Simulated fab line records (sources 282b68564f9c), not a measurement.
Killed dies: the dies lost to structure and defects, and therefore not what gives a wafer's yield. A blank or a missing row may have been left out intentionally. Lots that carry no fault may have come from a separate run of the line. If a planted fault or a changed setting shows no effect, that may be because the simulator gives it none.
fab line records -- flow rit-cmos
record lots=14, wafers=42, last-day=7
route steps=202 shown GATE@96 SDANNEAL@156 CONTACT@179 M1@202
lots with no fault: from the same line, run without faults
start-h: the number of hours between the record's first day and the start of the first shown wafer of the lot -- wait-h: time in hours since the lot's previous step -- " as in the row above -- L1.1+2: one row covering several wafers at once -- - value missing, or start not given -- * or withheld: withheld -- < > ~ a bound
route shown NAME@n: a module of which the file shows steps, and the number in the route of the first -- usual: mean and standard deviation over wafers with no fault -- same: alike in all rows -- chamber/n: place in a boat -- sites: readings site by site -- _std_site: how widely they spread, as a standard deviation -- _edge_site: inner sites' mean taken away from outer sites' mean -- radius-mm: how far each site lies from the wafer's centre -- mask NAME#n: copy n -- behind: the last tool/chamber to shape the wafer -- hold: what put the lot on hold/how long, in hours/how the hold closed -- device: the transistor (n, p or np) that didn't switch -- end of line: the same wafers' tests at the end of the route -- step lacking rows: just its recipe -- killed: at the first sort, the dies lost to defects and structure; wafer yield is something else -- map: shows each die of a wafer: x if killed, . if not, _ if none is there
set.NAME: the setting the step ran with; set.NAME@STEP: the setting that earlier step ran with -- model.NAME: the simulator's own value behind a step, which no gauge read
route steps across a sampled set of lots; one table per step, one row per wafer
services: the hour from which a tool's chamber was out of use, counted from the record's first day as start-h (under 0 if before that day), plus the number of hours and why
## steps
# step RIT_GATE_STRIP_20
# recipe chemistry=O2, time-s=180, resist=NOVOLAK, platen-temp-c=withheld, power-w=500, pressure-mtorr=4000, o2-flow-sccm=4000
# usual drypump-motor-current-A=5.3/0.32, o2-flow-sccm=3999/12
lot.wafer,tool,chamber,start-h,wait-h,drypump-motor-current-A,o2-flow-sccm,rf-hours-counter-h
L937.2,plasma-asher-02,1,47.04,0.1,5.4,3991,42
L937.5,plasma-asher-02,1,47.04,0.1,5.4,3967,-
L937.6,plasma-asher-02,0,47.04,0.1,5.3,4024,-
L938.1,plasma-asher-02,1,51.65,0.1,5.4,4002,43
L938.2,plasma-asher-02,0,51.65,0.1,5.3,4010,43
L938.4,plasma-asher-02,0,51.65,0.1,5.4,4011,-
L939.1,plasma-asher-02,0,52.05,0.1,5.3,4013,43
L939.2,plasma-asher-02,1,52.05,0.1,5.3,4024,43
L939.3,plasma-asher-02,0,52.05,0.1,5.3,3996,-
L940.2,plasma-asher-04,1,60.65,0.1,5.3,3995,40
L940.3,plasma-asher-04,0,60.65,0.1,5.9,3992,-
L940.5,plasma-asher-04,0,60.65,0.1,6.0,3986,-
L941.1,plasma-asher-02,1,64.07,0.1,5.3,3994,45
L941.2,plasma-asher-02,0,64.07,0.1,5.3,3998,45
L941.5,plasma-asher-02,0,64.07,0.1,5.3,3979,-
L942.2,plasma-asher-01,0,67.51,0.1,5.0,4004,41
L942.4,plasma-asher-01,1,67.51,0.1,4.9,3996,-
L942.6,plasma-asher-01,1,67.51,0.1,4.9,3999,-
L943.3,plasma-asher-01,1,70.87,0.1,4.9,4009,-
L943.4,plasma-asher-01,0,70.87,0.1,5.0,4010,-
L943.5,plasma-asher-01,0,70.87,0.1,5.0,4019,-
L945.1,plasma-asher-01,0,80.91,0.1,5.0,4006,43
L945.2,plasma-asher-01,1,80.91,0.1,4.9,3992,43
L945.6,plasma-asher-01,1,80.91,0.1,4.9,4014,-
L951.1,plasma-asher-02,1,119.61,0.1,5.4,4006,50
L951.2,plasma-asher-02,0,119.61,0.1,5.3,3989,50
L951.6,plasma-asher-02,0,119.61,0.1,5.3,3995,-
L952.1,plasma-asher-04,0,123.36,0.1,6.0,3993,1
L952.3,plasma-asher-04,1,123.36,0.1,5.3,3995,-
L952.4,plasma-asher-04,0,123.36,0.1,6.0,3994,-
L954.3,plasma-asher-04,0,138.20,0.1,5.9,3994,-
L954.4,plasma-asher-04,1,138.20,0.1,5.3,3984,-
L954.6,plasma-asher-04,1,138.20,0.1,5.3,3998,-
L955.3,plasma-asher-02,0,138.36,0.1,5.4,3978,-
L955.4,plasma-asher-02,1,138.36,0.1,5.3,4009,-
L955.5,plasma-asher-02,1,138.36,0.1,5.4,4007,-
L956.1,plasma-asher-04,0,141.76,0.1,5.9,3996,3
L956.3,plasma-asher-04,1,141.76,0.1,5.3,3991,-
L956.5,plasma-asher-04,1,141.76,0.1,5.3,4008,-
L959.1,plasma-asher-02,1,154.78,0.1,5.3,3994,56
L959.3,plasma-asher-02,0,154.78,0.1,5.3,3986,-
L959.4,plasma-asher-02,1,154.78,0.1,5.4,3977,-
# step RIT_SDANNEAL_RTA_03
# recipe temp-c=1050, time-s=5, idle-temp-c=600, ramp-up-c-per-s=342, ramp-down-c-per-s=171, cool-to-c=600, ambient=N2
# usual ramp-down-c-per-s=171.00/0.03, wafer_temp_C_max=1053.4/1.2
lot.wafer,tool,chamber,start-h,wait-h,ramp-down-c-per-s,wafer_temp_C_max
L937.2,rtp-anneal-02,0,59.88,0.0,170.96,1054.5
L937.5,rtp-anneal-02,0,59.88,0.0,170.94,1052.1
L937.6,rtp-anneal-02,0,59.88,0.0,171.01,1053.3
L938.1,rtp-anneal-01,0,65.20,0.0,170.99,1051.8
L938.2,rtp-anneal-01,0,65.20,0.0,171.01,1053.4
L938.4,rtp-anneal-01,0,65.20,0.0,171.03,1056.2
L939.1,rtp-anneal-02,0,65.31,0.0,170.95,1053.8
L939.2,rtp-anneal-02,0,65.31,0.0,170.98,1053.4
L939.3,rtp-anneal-02,0,65.31,0.0,170.96,1053.6
L940.2,rtp-anneal-01,0,73.05,0.0,171.03,1052.1
L940.3,rtp-anneal-01,0,73.05,0.0,170.97,1052.5
L940.5,rtp-anneal-01,0,73.05,0.0,171.02,1055.4
L941.1,rtp-anneal-02,0,76.44,0.0,170.96,1052.9
L941.2,rtp-anneal-02,0,76.44,0.0,170.98,1052.7
L941.5,rtp-anneal-02,0,76.44,0.0,170.98,1052.1
L942.2,rtp-anneal-01,0,80.42,0.0,171.06,1056.0
L942.4,rtp-anneal-01,0,80.42,0.0,171.08,1053.1
L942.6,rtp-anneal-01,0,80.42,0.0,170.97,1057.8
L943.3,rtp-anneal-01,0,83.17,0.0,171.00,1052.8
L943.4,rtp-anneal-01,0,83.17,0.0,171.00,1052.2
L943.5,rtp-anneal-01,0,83.17,0.0,170.96,1052.4
L945.1,rtp-anneal-02,0,95.67,0.0,170.98,1053.1
L945.2,rtp-anneal-02,0,95.67,0.0,171.02,1052.3
L945.6,rtp-anneal-02,0,95.67,0.0,170.95,1055.1
L951.1,rtp-anneal-02,0,132.84,0.0,170.98,1052.8
L951.2,rtp-anneal-02,0,132.84,0.0,171.01,1052.9
L951.6,rtp-anneal-02,0,132.84,0.0,170.97,1053.0
L952.1,rtp-anneal-01,0,135.83,0.0,34.201,1052.6
L952.3,rtp-anneal-01,0,135.83,0.0,34.232,1053.2
L952.4,rtp-anneal-01,0,135.83,0.0,34.208,1054.4
L954.3,rtp-anneal-01,0,150.72,0.0,34.206,1054.0
L954.4,rtp-anneal-01,0,150.72,0.0,34.208,1051.9
L954.6,rtp-anneal-01,0,150.72,0.0,34.189,1053.5
L955.3,rtp-anneal-02,0,151.15,0.0,171.00,1053.3
L955.4,rtp-anneal-02,0,151.15,0.0,170.99,1053.4
L955.5,rtp-anneal-02,0,151.15,0.0,171.00,1051.9
L956.1,rtp-anneal-02,0,155.89,0.0,171.04,1055.1
L956.3,rtp-anneal-02,0,155.89,0.0,171.01,1052.8
L956.5,rtp-anneal-02,0,155.89,0.0,170.99,1056.3
L959.1,rtp-anneal-02,0,168.16,0.0,170.97,1053.0
L959.3,rtp-anneal-02,0,168.16,0.0,171.02,1052.3
L959.4,rtp-anneal-02,0,168.16,0.0,171.01,1054.3
# step RIT_CONTACT_ETCH_11
# recipe target-depth-a=4800, over-etch-frac=0.2, stop-on=TiSi2, chemistry=CHF3/CF4/Ar, target=SiO2, CHF3_flow_sccm=50, cf4-flow-sccm=10, Ar_flow_sccm=100, O2_flow_sccm=5, pressure-mtorr=100, rf-w=200, time-s=320
# usual drypump-motor-current-A=5.9/0.33, oes-product-au=0.985/0.015, throttle-valve-pct=8.92/0.11
# same over-etch-frac=0.2
lot.wafer,tool,chamber,start-h,wait-h,drypump-motor-current-A,oes-product-au,rf-hours-counter-h,throttle-valve-pct
L937.2,rie-diel-01,3,62.31,0.1,6.1,0.989,5,8.95
L937.5,rie-diel-01,2,62.31,0.1,6.0,0.977,-,8.89
L937.6,rie-diel-01,0,62.31,0.1,5.7,0.994,-,9.06
L938.1,rie-diel-03,0,67.76,0.1,5.9,1.015,81,8.72
L938.2,rie-diel-03,1,67.76,0.1,6.2,0.967,83,9.07
L938.4,rie-diel-03,3,67.76,0.1,5.6,1.003,0,8.90
L939.1,rie-diel-04,2,67.91,0.1,6.3,0.989,3,8.91
L939.2,rie-diel-04,1,67.91,0.1,6.2,0.966,121,8.83
L939.3,rie-diel-04,0,67.91,0.1,4.8,0.972,78,9.10
L940.2,rie-diel-01,0,75.61,0.1,5.7,0.991,1,9.08
L940.3,rie-diel-01,1,75.61,0.1,5.6,0.965,13,8.87
L940.5,rie-diel-01,0,75.61,0.1,5.7,1.001,-,9.08
L941.1,rie-diel-03,1,79.02,0.1,6.2,0.970,84,9.05
L941.2,rie-diel-03,3,79.02,0.1,5.6,0.996,1,8.91
L941.5,rie-diel-03,1,79.02,0.1,6.2,0.974,-,9.06
L942.2,rie-diel-03,0,82.98,0.1,5.8,1.012,82,8.73
L942.4,rie-diel-03,2,82.98,0.1,5.8,0.998,104,8.91
L942.6,rie-diel-03,0,82.98,0.1,5.8,1.015,-,8.70
L943.3,rie-diel-03,2,85.87,0.1,5.8,0.991,105,8.90
L943.4,rie-diel-03,3,85.87,0.1,5.6,1.003,1,8.89
L943.5,rie-diel-03,0,85.87,0.1,5.8,1.005,-,8.73
L945.1,rie-diel-03,3,98.58,0.1,5.6,1.002,1,8.90
L945.2,rie-diel-03,1,98.58,0.1,6.2,0.969,84,9.06
L945.6,rie-diel-03,1,98.58,0.1,6.2,0.966,-,9.06
L951.1,rie-diel-03,2,135.52,0.1,5.8,0.997,105,8.91
L951.2,rie-diel-03,1,135.52,0.1,6.2,0.973,85,9.05
L951.6,rie-diel-03,1,135.52,0.1,6.2,0.971,-,9.05
L952.1,rie-diel-01,2,138.40,0.1,6.0,0.976,83,8.90
L952.3,rie-diel-01,0,138.40,0.1,5.7,0.997,2,9.07
L952.4,rie-diel-01,1,138.40,0.1,5.7,0.957,14,8.88
L954.3,rie-diel-01,2,153.38,0.1,5.9,0.974,83,8.89
L954.4,rie-diel-01,3,153.38,0.1,6.0,0.989,6,8.93
L954.6,rie-diel-01,1,153.38,0.1,5.7,0.965,-,8.87
L955.3,rie-diel-03,0,153.98,0.1,5.8,1.003,84,8.70
L955.4,rie-diel-03,1,153.98,0.1,6.2,0.967,86,9.05
L955.5,rie-diel-03,2,153.98,0.1,5.8,0.992,-,8.93
L956.1,rie-diel-01,0,158.53,0.1,5.7,0.987,2,9.06
L956.3,rie-diel-01,2,158.53,0.1,6.0,0.975,83,8.89
L956.5,rie-diel-01,0,158.53,0.1,5.7,0.997,-,9.06
L959.1,rie-diel-01,2,170.82,0.1,6.0,0.980,84,8.89
L959.3,rie-diel-01,1,170.82,0.1,5.7,0.963,15,8.86
L959.4,rie-diel-01,3,170.82,0.1,6.1,0.997,7,8.93
# step RIT_CONTACT_CD_MEAS_90
# recipe target-cd-nm=1000
# usual cd-nm=1000.2/1.9
lot.wafer,tool,chamber,start-h,wait-h,cd-nm
L937.2,cd-sem-01,-,62.70,0.1,998.0
L937.5,cd-sem-01,-,62.70,0.1,997.7
L937.6,cd-sem-01,-,62.70,0.1,997.3
L938.1,cd-sem-02,-,68.13,0.1,1002.3
L938.2,cd-sem-02,-,68.13,0.1,1000.4
L938.4,cd-sem-02,-,68.13,0.1,1002.2
L939.1,cd-sem-01,-,68.28,0.1,998.5
L939.2,cd-sem-01,-,68.28,0.1,997.2
L939.3,cd-sem-01,-,68.28,0.1,998.9
L940.2,cd-sem-01,-,75.99,0.1,1000.0
L940.3,cd-sem-01,-,75.99,0.1,996.8
L940.5,cd-sem-01,-,75.99,0.1,998.3
L941.1,cd-sem-01,-,79.39,0.1,1001.6
L941.2,cd-sem-01,-,79.39,0.1,999.2
L941.5,cd-sem-01,-,79.39,0.1,1000.5
L942.2,cd-sem-01,-,83.36,0.1,998.5
L942.4,cd-sem-01,-,83.36,0.1,1000.1
L942.6,cd-sem-01,-,83.36,0.1,998.3
L943.3,cd-sem-02,-,86.28,0.1,1000.7
L943.4,cd-sem-02,-,86.28,0.1,1000.5
L943.5,cd-sem-02,-,86.28,0.1,1001.7
L945.1,cd-sem-02,-,98.95,0.1,998.5
L945.2,cd-sem-02,-,98.95,0.1,997.8
L945.6,cd-sem-02,-,98.95,0.1,998.9
L951.1,cd-sem-01,-,135.89,0.1,1001.9
L951.2,cd-sem-01,-,135.89,0.1,1003.6
L951.6,cd-sem-01,-,135.89,0.1,1002.6
L952.1,cd-sem-01,-,138.77,0.1,1001.2
L952.3,cd-sem-01,-,138.77,0.1,1001.3
L952.4,cd-sem-01,-,138.77,0.1,1002.1
L954.3,cd-sem-01,-,153.79,0.1,1001.2
L954.4,cd-sem-01,-,153.79,0.1,1001.5
L954.6,cd-sem-01,-,153.79,0.1,1001.6
L955.3,cd-sem-02,-,154.39,0.1,1003.0
L955.4,cd-sem-02,-,154.39,0.1,1002.5
L955.5,cd-sem-02,-,154.39,0.1,1003.1
L956.1,cd-sem-02,-,158.90,0.1,1001.1
L956.3,cd-sem-02,-,158.90,0.1,1000.5
L956.5,cd-sem-02,-,158.90,0.1,1001.0
L959.1,cd-sem-02,-,171.18,0.1,1002.1
L959.3,cd-sem-02,-,171.18,0.1,1001.1
L959.4,cd-sem-02,-,171.18,0.1,1001.8
# step RIT_M1_PROBE_99
# usual killed-at-contacts=0.1/0.25, killed-at-front-end=7/3.2, killed-dies=7/3.2, killed-open=3.5/2.2, killed-short=3.6/2.1
# same gross-dies=264, killed_at_M0_to_M3=0, killed_at_M4_up=0, killed-at-back-side=0, killed-at-other=0
lot.wafer,tool,chamber,start-h,wait-h,killed-at-contacts,killed-at-front-end,killed-dies,killed-open,killed-short
L942.2,prober-01,-,88.15,0.1,0,7,7,3,4
L942.4,prober-01,-,88.25,0.2,0,8,8,3,5
L942.6,prober-01,-,88.35,0.2,0,6,6,4,2
L943.3,prober-02,-,90.86,0.2,1,5,6,2,4
L943.4,prober-02,-,90.91,0.2,0,13,13,9,4
L943.5,prober-02,-,90.96,0.2,0,8,8,6,2
L945.1,prober-02,-,103.61,0.1,0,9,9,2,7
L945.2,prober-02,-,103.66,0.1,0,3,3,0,3
L945.6,prober-02,-,103.86,0.2,0,2,2,1,1
L952.1,prober-01,-,143.50,0.1,0,7,7,4,3
L952.3,prober-01,-,143.60,0.2,0,8,8,3,5
L952.4,prober-01,-,143.65,0.2,0,9,9,5,4
L954.3,prober-01,-,158.51,0.2,0,5,5,2,3
L954.4,prober-01,-,158.56,0.2,0,6,6,2,4
L954.6,prober-01,-,158.66,0.2,1,3,4,1,3
L959.1,prober-02,-,175.85,0.1,0,7,7,4,3
L959.3,prober-02,-,175.95,0.2,0,5,5,3,2
L959.4,prober-02,-,176.00,0.2,0,10,10,6,4
# killed by level:class
L942.2 FOX1:geometric-particle:short=2 FOX1:geometric-particle:open=1 GATE:geometric-particle:open=1 GATE:geometric-particle:short=1 SILICIDE:geometric-particle:open=1 SILICIDE:geometric-particle:short=1
L942.4 REOX:geometric-particle:open=2 SPACER:geometric-particle:short=2 FOX1:geometric-particle:short=1 REOX:geometric-particle:short=1 SPACER:geometric-particle:open=1 SILICIDE:geometric-particle:short=1
L942.6 GATE:geometric-particle:short=2 GATE:geometric-particle:open=2 SPACER:geometric-particle:open=2
L943.3 GATE:geometric-particle:short=2 REOX:geometric-particle:open=2 REOX:geometric-particle:short=1 CONTACT:geometric-particle:short=1
L943.4 GATE:geometric-particle:open=7 FOX2:geometric-particle:open=2 GATE:geometric-particle:short=2 FOX1:geometric-particle:short=1 FOX2:geometric-particle:short=1
L943.5 GATE:geometric-particle:open=4 FOX2:geometric-particle:open=2 SILICIDE:geometric-particle:short=2
L945.1 GATE:geometric-particle:short=4 SILICIDE:geometric-particle:short=3 GATE:geometric-particle:open=2
L945.2 GATE:geometric-particle:short=2 SPACER:geometric-particle:short=1
L945.6 FOX1:geometric-particle:short=1 GATE:geometric-particle:open=1
L952.1 GATE:geometric-particle:open=3 FOX1:geometric-particle:short=1 FOX2:geometric-particle:short=1 GATE:geometric-particle:short=1 SPACER:geometric-particle:open=1
L952.3 FOX1:geometric-particle:open=2 SPACER:geometric-particle:short=2 SILICIDE:geometric-particle:short=2 REOX:geometric-particle:short=1 REOX:geometric-particle:open=1
L952.4 FOX2:geometric-particle:short=2 REOX:geometric-particle:open=2 SILICIDE:geometric-particle:open=2 FOX1:geometric-particle:short=1 FOX1:geometric-particle:open=1 REOX:geometric-particle:short=1
L954.3 ACTIVE:geometric-particle:short=1 GATE:geometric-particle:open=1 SPACER:geometric-particle:open=1 SPACER:geometric-particle:short=1 SILICIDE:geometric-particle:short=1
L954.4 GATE:geometric-particle:short=2 GATE:geometric-particle:open=1 REOX:geometric-particle:short=1 SPACER:geometric-particle:short=1 SPACER:geometric-particle:open=1
L954.6 FOX2:geometric-particle:short=1 GATE:geometric-particle:open=1 SPACER:geometric-particle:short=1 CONTACT:geometric-particle:short=1
L959.1 GATE:geometric-particle:short=2 SPACER:geometric-particle:open=2 GATE:geometric-particle:open=1 REOX:geometric-particle:short=1 SILICIDE:geometric-particle:open=1
L959.3 GATE:geometric-particle:open=2 FOX1:geometric-particle:short=1 FOX1:geometric-particle:open=1 GATE:geometric-particle:short=1
L959.4 GATE:geometric-particle:open=3 FOX1:geometric-particle:open=2 GATE:geometric-particle:short=2 REOX:geometric-particle:open=1 REOX:geometric-particle:short=1 SILICIDE:geometric-particle:short=1
## services
tool,chamber,start-h,hours,kind
rie-diel-01,0,33.63,-,clean
rie-diel-01,0,33.63,16.7,scheduled-down
rie-diel-01,0,33.63,16.7,vent-cycle
plasma-asher-04,-,43.51,3.7,repair
rie-diel-01,1,49.92,13.7,repair
plasma-asher-04,-,51.11,3.1,repair
rie-diel-01,2,52.35,3.6,repair
rie-diel-04,2,62.58,1.5,repair
plasma-asher-04,-,77.09,1.1,repair
rtp-anneal-02,-,80.50,6.7,pm
rie-diel-01,-,84.90,2.8,pm
rie-diel-01,-,90.31,14.6,pm
rie-diel-03,2,99.34,4.8,repair
rie-diel-04,3,103.86,3.8,repair
rie-diel-03,-,105.01,0.9,repair
plasma-asher-04,-,108.75,9.0,pm
plasma-asher-04,0,108.75,9.0,vent-cycle
plasma-asher-04,1,108.75,9.0,vent-cycle
plasma-asher-04,0,117.75,-,clean
rie-diel-01,1,123.80,4.4,repair
rie-diel-03,3,124.09,15.3,repair
plasma-asher-04,-,131.12,4.3,pm
rie-diel-01,1,149.04,4.0,repair
plasma-asher-01,-,160.90,2.8,pm
## key
first-sign step=RIT_SDANNEAL_RTA_03, reading=ramp-down-c-per-s, direction=down, sigmas=99+, usual=171.00, struck=34.207
effect none on later readings
met-at RIT_SDANNEAL_RTA_03
struck-lots L952,L954
tester-left-out L952,L954
not-acting-at RIT_GATE_STRIP_20,RIT_CONTACT_ETCH_11,RIT_CONTACT_CD_MEAS_90
onset-between 83.17 135.83
fault kind=process-parameter-drift, tool=rtp-anneal-01, chamber=-, onset-h=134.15, steps=RIT_SDANNEAL_RTA_03, channel=ramp-down-c-per-s, offset=-136.8, shape=step, end-h=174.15, stated=171
# tester-left-out: of these lots the tester's yield and bins aren't shown, on N5 and GAA mostly nor the transistor test; their killed dies are dies lost to structure and defects alone, not to doping, threshold or leakage, so they don't give the yield
